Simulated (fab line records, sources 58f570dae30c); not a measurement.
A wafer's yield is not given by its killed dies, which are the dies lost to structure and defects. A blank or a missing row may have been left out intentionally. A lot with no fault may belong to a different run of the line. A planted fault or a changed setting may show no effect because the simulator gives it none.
fab line records ; flow berkeley-cmos170
record lots=13; wafers=39; last-day=13
route steps=331 shown SILICIDE@211
lots that met no fault: from a run of the same line without faults
start-h: hours from the record's opening day to when the first of the lot's shown wafers began ; wait-h: time in hours since the lot's previous step ; " unchanged from the row above ; L1.1+2: one row covering several wafers at once ; - no value present, or no start provided ; * or withheld: withheld ; < > ~ a bound
route shown NAME@n: NAME is a module with steps in the file, n the number in the route of the first one ; usual: mean/standard deviation taken from wafers without a fault ; same: alike in all rows ; chamber/n: place in a boat ; sites: the reading at each site ; _std_site: the standard deviation of these ; _edge_site: outer sites' mean less inner sites' ; radius-mm: how far each site lies from the wafer's centre ; mask NAME#n: copy n ; behind: the most recent tool/chamber to have shaped the wafer ; hold: the reason the lot was held/the length of the hold in hours/how it ended ; device: which transistor (n, p or np) failed to switch ; end of line: tests run on the same wafers once the route is complete ; where a step has no rows: the recipe by itself ; killed: count of dies lost to structure and defects at first sort (not the wafer's yield) ; map: a wafer's dies, marking killed ones x, the rest . and places with no die _
set.NAME: the setting that was run; set.NAME@STEP: the one run at that earlier step ; model.NAME: the simulator's own value behind a step, which no gauge read
route steps across a sampled set of lots; one table per step, one row per wafer
services: from which hour (start-h, from the record's first day; less than 0 if before it) a tool's chamber was out of use, for how many hours, and why
## steps
# step UCB170_SILICIDE_SPUTTER_01
# recipe material=Ti; target-thk-nm=30; time-s=25; power-w=1500; chamber-pressure-pa=0.5
# usual throttle-valve-pct=29.3/1.3
lot.wafer;tool;chamber;start-h;wait-h;throttle-valve-pct
L299.1;pvd-sputter-03;-;160.09;0.0;29.2
L299.2;pvd-sputter-03;-;160.09;0.0;28.9
L299.6;pvd-sputter-03;-;160.09;0.0;29.5
L302.1;pvd-sputter-02;-;174.44;0.0;29.5
L302.2;pvd-sputter-02;-;174.44;0.0;30.2
L302.3;pvd-sputter-02;-;174.44;0.0;31.6
L300.1;pvd-sputter-01;-;174.92;0.0;30.2
L300.2;pvd-sputter-01;-;174.92;0.0;26.9
L300.3;pvd-sputter-01;-;174.92;0.0;29.0
L301.4;pvd-sputter-03;-;175.15;0.0;29.7
L301.5;pvd-sputter-03;-;175.15;0.0;29.5
L301.6;pvd-sputter-03;-;175.15;0.0;29.0
L303.1;pvd-sputter-01;-;188.45;0.0;27.0
L303.2;pvd-sputter-01;-;188.45;0.0;26.8
L303.6;pvd-sputter-01;-;188.45;0.0;29.0
L304.2;pvd-sputter-02;-;188.75;0.0;29.8
L304.4;pvd-sputter-02;-;188.75;0.0;31.5
L304.5;pvd-sputter-02;-;188.75;0.0;29.7
L305.2;pvd-sputter-01;-;200.04;0.0;30.0
L305.4;pvd-sputter-01;-;200.04;0.0;26.7
L305.6;pvd-sputter-01;-;200.04;0.0;29.0
L309.2;pvd-sputter-02;-;215.46;0.0;30.5
L309.4;pvd-sputter-02;-;215.46;0.0;31.4
L309.6;pvd-sputter-02;-;215.46;0.0;30.1
L313.1;pvd-sputter-02;-;244.55;0.0;31.8
L313.3;pvd-sputter-02;-;244.55;0.0;29.8
L313.6;pvd-sputter-02;-;244.55;0.0;29.5
L318.1;pvd-sputter-01;-;267.28;0.0;29.9
L318.4;pvd-sputter-01;-;267.28;0.0;27.1
L318.5;pvd-sputter-01;-;267.28;0.0;29.1
L319.1;pvd-sputter-03;-;280.42;0.0;28.9
L319.2;pvd-sputter-03;-;280.42;0.0;29.0
L319.3;pvd-sputter-03;-;280.42;0.0;29.3
L322.3;pvd-sputter-01;-;293.79;0.0;26.8
L322.4;pvd-sputter-01;-;293.79;0.0;27.0
L322.6;pvd-sputter-01;-;293.79;0.0;29.1
L321.2;pvd-sputter-03;-;294.51;0.0;29.4
L321.3;pvd-sputter-03;-;294.51;0.0;29.0
L321.4;pvd-sputter-03;-;294.51;0.0;29.4
# step UCB170_SILICIDE_RS_MEAS_02
# recipe thk-meas-gauge=four-point-probe; reads=Ti_of_SILICIDE_SPUTTER_01
# usual SILICIDE_TI_RS=26.2/0.34
lot.wafer;tool;chamber;start-h;wait-h;SILICIDE_TI_RS[ohm/sq]
L299.1;film-metro-04;-;160.12;0.0;26.5
L299.2;film-metro-04;-;160.12;0.0;26.1
L299.6;film-metro-04;-;160.12;0.0;26.3
L302.1;film-metro-04;-;174.47;0.0;25.8
L302.2;film-metro-04;-;174.47;0.0;26.1
L302.3;film-metro-04;-;174.47;0.0;26.5
L300.1;film-metro-04;-;174.95;0.0;26.7
L300.2;film-metro-04;-;174.95;0.0;26.2
L300.3;film-metro-04;-;174.95;0.0;26.2
L301.4;film-metro-03;-;175.24;0.1;25.8
L301.5;film-metro-03;-;175.24;0.1;26.0
L301.6;film-metro-03;-;175.24;0.1;25.9
L303.1;film-metro-04;-;188.48;0.0;26.1
L303.2;film-metro-04;-;188.48;0.0;26.2
L303.6;film-metro-04;-;188.48;0.0;26.3
L304.2;film-metro-04;-;188.80;0.0;26.2
L304.4;film-metro-04;-;188.80;0.0;27.0
L304.5;film-metro-04;-;188.80;0.0;26.5
L305.2;film-metro-04;-;200.09;0.0;26.6
L305.4;film-metro-04;-;200.09;0.0;26.3
L305.6;film-metro-04;-;200.09;0.0;26.2
L309.2;film-metro-03;-;215.51;0.0;34.1
L309.4;film-metro-03;-;215.51;0.0;34.8
L309.6;film-metro-03;-;215.51;0.0;34.1
L313.1;film-metro-04;-;244.58;0.0;34.1
L313.3;film-metro-04;-;244.58;0.0;34.0
L313.6;film-metro-04;-;244.58;0.0;33.6
L318.1;film-metro-04;-;267.31;0.0;26.4
L318.4;film-metro-04;-;267.31;0.0;26.1
L318.5;film-metro-04;-;267.31;0.0;26.1
L319.1;film-metro-02;-;280.45;0.0;25.6
L319.2;film-metro-02;-;280.45;0.0;26.6
L319.3;film-metro-02;-;280.45;0.0;26.0
L322.3;film-metro-02;-;293.86;0.1;26.4
L322.4;film-metro-02;-;293.86;0.1;26.4
L322.6;film-metro-02;-;293.86;0.1;26.1
L321.2;film-metro-04;-;294.56;0.0;26.5
L321.3;film-metro-04;-;294.56;0.0;25.4
L321.4;film-metro-04;-;294.56;0.0;26.1
# step UCB170_SILICIDE_THK_MEAS_03
# recipe thk-meas-gauge=xrf; reads=Ti_of_SILICIDE_SPUTTER_01
# usual SILICIDE_TI_THK=30.8/0.31
lot.wafer;tool;chamber;start-h;wait-h;SILICIDE_TI_THK[nm]
L299.1;film-metro-04;-;160.24;0.1;30.6
L299.2;film-metro-04;-;160.24;0.1;31.0
L299.6;film-metro-04;-;160.24;0.1;30.6
L302.1;film-metro-04;-;174.59;0.1;31.3
L302.2;film-metro-04;-;174.59;0.1;31.0
L302.3;film-metro-04;-;174.59;0.1;30.8
L300.1;film-metro-04;-;175.07;0.1;30.6
L300.2;film-metro-04;-;175.07;0.1;30.8
L300.3;film-metro-04;-;175.07;0.1;31.0
L301.4;film-metro-03;-;175.33;0.1;31.1
L301.5;film-metro-03;-;175.33;0.1;31.1
L301.6;film-metro-03;-;175.33;0.1;31.1
L303.1;film-metro-04;-;188.60;0.1;31.0
L303.2;film-metro-04;-;188.60;0.1;31.1
L303.6;film-metro-04;-;188.60;0.1;30.9
L304.2;film-metro-04;-;188.91;0.1;30.9
L304.4;film-metro-04;-;188.91;0.1;30.1
L304.5;film-metro-04;-;188.91;0.1;30.5
L305.2;film-metro-04;-;200.20;0.1;30.5
L305.4;film-metro-04;-;200.20;0.1;30.8
L305.6;film-metro-04;-;200.20;0.1;30.9
L309.2;film-metro-03;-;215.62;0.1;24.5
L309.4;film-metro-03;-;215.62;0.1;24.1
L309.6;film-metro-03;-;215.62;0.1;24.6
L313.1;film-metro-04;-;244.70;0.1;24.6
L313.3;film-metro-04;-;244.70;0.1;24.7
L313.6;film-metro-04;-;244.70;0.1;25.0
L318.1;film-metro-04;-;267.43;0.1;30.7
L318.4;film-metro-04;-;267.43;0.1;30.9
L318.5;film-metro-04;-;267.43;0.1;30.8
L319.1;film-metro-02;-;280.57;0.1;31.0
L319.2;film-metro-02;-;280.57;0.1;30.2
L319.3;film-metro-02;-;280.57;0.1;30.7
L322.3;film-metro-02;-;293.96;0.1;30.3
L322.4;film-metro-02;-;293.96;0.1;30.3
L322.6;film-metro-02;-;293.96;0.1;30.8
L321.2;film-metro-04;-;294.67;0.1;30.6
L321.3;film-metro-04;-;294.67;0.1;31.5
L321.4;film-metro-04;-;294.67;0.1;31.0
## services
tool;chamber;start-h;hours;kind
pvd-sputter-02;-;160.47;4.9;repair
pvd-sputter-03;-;238.28;3.5;repair
## key
first-sign step=UCB170_SILICIDE_RS_MEAS_02; reading=SILICIDE_TI_RS; direction=up; sigmas=24; usual=26.2; struck=34.1
effect step=UCB170_SILICIDE_THK_MEAS_03; reading=SILICIDE_TI_THK; direction=down; sigmas=20; usual=30.8; struck=24.6
met-at UCB170_SILICIDE_SPUTTER_01
struck-lots L309,L313
tester-left-out L309,L313
onset-between 188.75 215.46
fault kind=process-parameter-drift; tool=pvd-sputter-02; chamber=-; onset-h=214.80; steps=UCB170_SILICIDE_SPUTTER_01; channel=target-thk-nm; offset=-6; shape=step; end-h=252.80; acts-in=these-recipes-only; stated=30
# tester-left-out: of these lots the tester's yield and bins aren't shown, on N5 and GAA mostly nor the transistor test; their killed dies are dies lost to structure and defects alone, not to doping, threshold or leakage, so they don't give the yield
